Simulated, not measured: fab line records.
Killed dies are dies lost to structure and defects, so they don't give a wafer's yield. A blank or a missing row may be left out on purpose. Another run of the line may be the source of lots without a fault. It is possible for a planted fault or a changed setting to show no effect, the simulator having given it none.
The tool behind it: which one? :: flow ritCmos :: 24 wafers from 8 lots sampled at 2 of the route's 202 steps

## WHAT EACH GAUGE READ, for each wafer
RIT_SDANNEAL_RS_MEAS_05: uses a four-point probe to measure.
lot: L305
measured: day 3 17:45
on: filmMetro-01
NSD_RS (ohm/sq): 84.96 84.69 84.56

lot: L307
measured: day 4 09:04
on: filmMetro-04
NSD_RS (ohm/sq): 84.44 84.47 84.56

lot: L310
measured: day 4 23:28
on: filmMetro-04
NSD_RS (ohm/sq): 84.35 84.37 84.62

lot: L313
measured: day 5 10:17
on: filmMetro-01
NSD_RS (ohm/sq): 84.10 84.17 84.10

lot: L315
measured: day 5 22:10
on: filmMetro-04
NSD_RS (ohm/sq): 84.53 84.39 84.40

lot: L317
measured: day 6 12:22
on: filmMetro-02
NSD_RS (ohm/sq): 84.71 84.63 84.67

lot: L320
measured: day 7 08:13
on: filmMetro-02
NSD_RS (ohm/sq): 126.74 126.49 126.56

lot: L322
measured: day 7 20:42
on: filmMetro-04
NSD_RS (ohm/sq): 126.52 126.95 127.03

## WHAT TOOL EACH LOT RAN ON (gives the tool, then ch and the chambers of the sampled wafers, and finally the start)
lot: L305
RIT_NSD_IMPLANT_08: implanter-01 ch 0, day 3 15:24

lot: L307
RIT_NSD_IMPLANT_08: implanter-01 ch 0, day 4 06:18

lot: L310
RIT_NSD_IMPLANT_08: implanter-02 ch 0, day 4 20:53

lot: L313
RIT_NSD_IMPLANT_08: implanter-04 ch 0, day 5 07:56

lot: L315
RIT_NSD_IMPLANT_08: implanter-02 ch 0, day 5 19:49

lot: L317
RIT_NSD_IMPLANT_08: implanter-01 ch 0, day 6 09:32

lot: L320
RIT_NSD_IMPLANT_08: implanter-04 ch 0, day 7 05:44

lot: L322
RIT_NSD_IMPLANT_08: implanter-01 ch 0, day 7 18:13
- RIT_NSD_IMPLANT_08

## THE ANSWER, worked out from the rows above alone
Rule: usual is defined by the lots themselves. Put in order of their means at a reading, lots are off if they are a third of the lots or fewer, leave a main group of 4 or more, and stand apart from it by a gap of 3 or more times the standard deviation of the main group's means; of several such gaps the widest counts. Not used: any main group whose means are identical at the precision the tables above print for the reading. A lot without any number at a reading at which 4 lots or more have one is off too. All remaining lots with rows at the step are treated as sound.
Off: at RIT_SDANNEAL_RS_MEAS_05 (NSD_RS), L320, L322. For the main group the mean is 84.48 ohm/sq and the standard deviation 0.2.
If a tool, at a process step before that reading, ran all the lots that are off and no sound lot after the first of them, it fits. The gauges at RIT_SDANNEAL_RS_MEAS_05 are tried like those tools. Of those tried, none fits.

## WHAT HAD BEEN PUT IN BY THE SIMULATOR
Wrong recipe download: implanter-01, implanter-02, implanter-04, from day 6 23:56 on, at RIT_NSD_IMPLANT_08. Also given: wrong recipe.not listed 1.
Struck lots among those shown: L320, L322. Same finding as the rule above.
